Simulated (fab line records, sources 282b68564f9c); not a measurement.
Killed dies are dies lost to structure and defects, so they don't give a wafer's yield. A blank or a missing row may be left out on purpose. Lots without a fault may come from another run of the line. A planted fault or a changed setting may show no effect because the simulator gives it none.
Problem report in the 8D (eight disciplines) form, filled by code | flow rit_cmos | the parts of the form that need people (team, actions taken, sign-off) are left out

1. THE PROBLEM
GATE_POLY_THK at RIT_GATE_THK_MEAS_09 reads a mean of 120.7 nm on 3 wafers of 1 lot; wafers without a fault read 249.6 nm with a standard deviation of 2.2. That is -59 standard deviations from the usual mean.
First seen on wafer L548.1, day 4 13:37, on film_metro-03. The record holds 27 wafers of 9 lots with a number at this step. Rule for "out", or "out of limits": more than 4 standard deviations from the usual mean. The other wafers with a number count as sound.

2. WHAT IT IS AND WHAT IT IS NOT
question                    | is                     | is not
which readings at this step | GATE_POLY_THK          | -
which lots                  | L548                   | L538, L539, L540, L541, L542, L544, L553, L557
which wafers of those lots  | all that have a number | -
read on which gauges        | film_metro-03          | film_metro-01, film_metro-02
when                        | from day 4 13:37       | up to then (18 sound wafers); but 6 sound wafers of L553, L557 came after

3. SUSPECTS, AND WHAT RULES EACH OUT
Counting: a tool at a process step up to the reading stays a suspect if it ran every lot that is out and no sound lot after the first of them.
- the gauge at RIT_GATE_THK_MEAS_09: ruled out. All the wafers that are out were read on film_metro-03, but those of them that RIT_GATE_CVD_08 has rows for are out there too, on other tools.
- lpcvd-02 at RIT_GATE_CVD_08 (deposits poly-Si from SiH4, target thk 250 nm, time 2220 s): kept. It ran the lot that is out, L548 (day 4 12:00), and no sound lot after that; its last sound lot up to then is L542 (day 3 06:28). Its own readings are out on those wafers: sih4_flow_sccm.
Left after counting: lpcvd-02 at RIT_GATE_CVD_08.

4. THE CAUSE (what the simulator had put in)
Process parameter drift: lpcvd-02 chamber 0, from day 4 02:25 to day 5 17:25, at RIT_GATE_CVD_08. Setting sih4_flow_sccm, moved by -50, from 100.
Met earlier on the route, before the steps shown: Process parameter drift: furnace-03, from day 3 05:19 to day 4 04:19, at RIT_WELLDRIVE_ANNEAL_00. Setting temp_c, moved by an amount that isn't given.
Counting left only this tool.

5. THE CHAIN OF EFFECTS, in route order
Each row: a reading whose mean over the struck wafers that have a number lies more than 3 standard deviations from the usual. Only readings for which the record gives a usual standard deviation are gone through. hours: the time from each lot's start at the first step in this table that gives one to its start at this step, as a median over the lots. sigmas: the change in usual standard deviations.
hours | step                 | reading        | usual      | on struck wafers | change | sigmas
0     | RIT_GATE_CVD_08      | sih4_flow_sccm | 100.0 sccm | 50.0             | -50.0  | -99 or more
2     | RIT_GATE_THK_MEAS_09 | GATE_POLY_THK  | 249.6 nm   | 120.7            | -128.9 | -59
3     | RIT_GATE_ETCH_19     | oes_product_au | 0.845 a.u. | 0.536            | -0.309 | -21
The process steps in it:
- RIT_GATE_CVD_08: deposits poly-Si from SiH4, target thk 250 nm, time 2220 s.
- RIT_GATE_ETCH_19: etches poly-Si in SF6/CHF3/O2, stops on SiO2, time 165 s, target depth 312.5 nm.

6. WHAT WOULD HAVE CAUGHT IT SOONER
In this record the first reading out of limits at a measuring or inspecting step was taken at day 4 13:37, 11 hours after the fault began at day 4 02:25.
The tool's own readings at RIT_GATE_CVD_08 were out on every struck wafer that the step has a row for (sih4_flow_sccm): an alarm limit on them would have fired on the first of those.
All the lots that are out (1) had begun RIT_GATE_CVD_08 on lpcvd-02 by day 4 13:37. A hold on the tool at that time would have spared none of them.
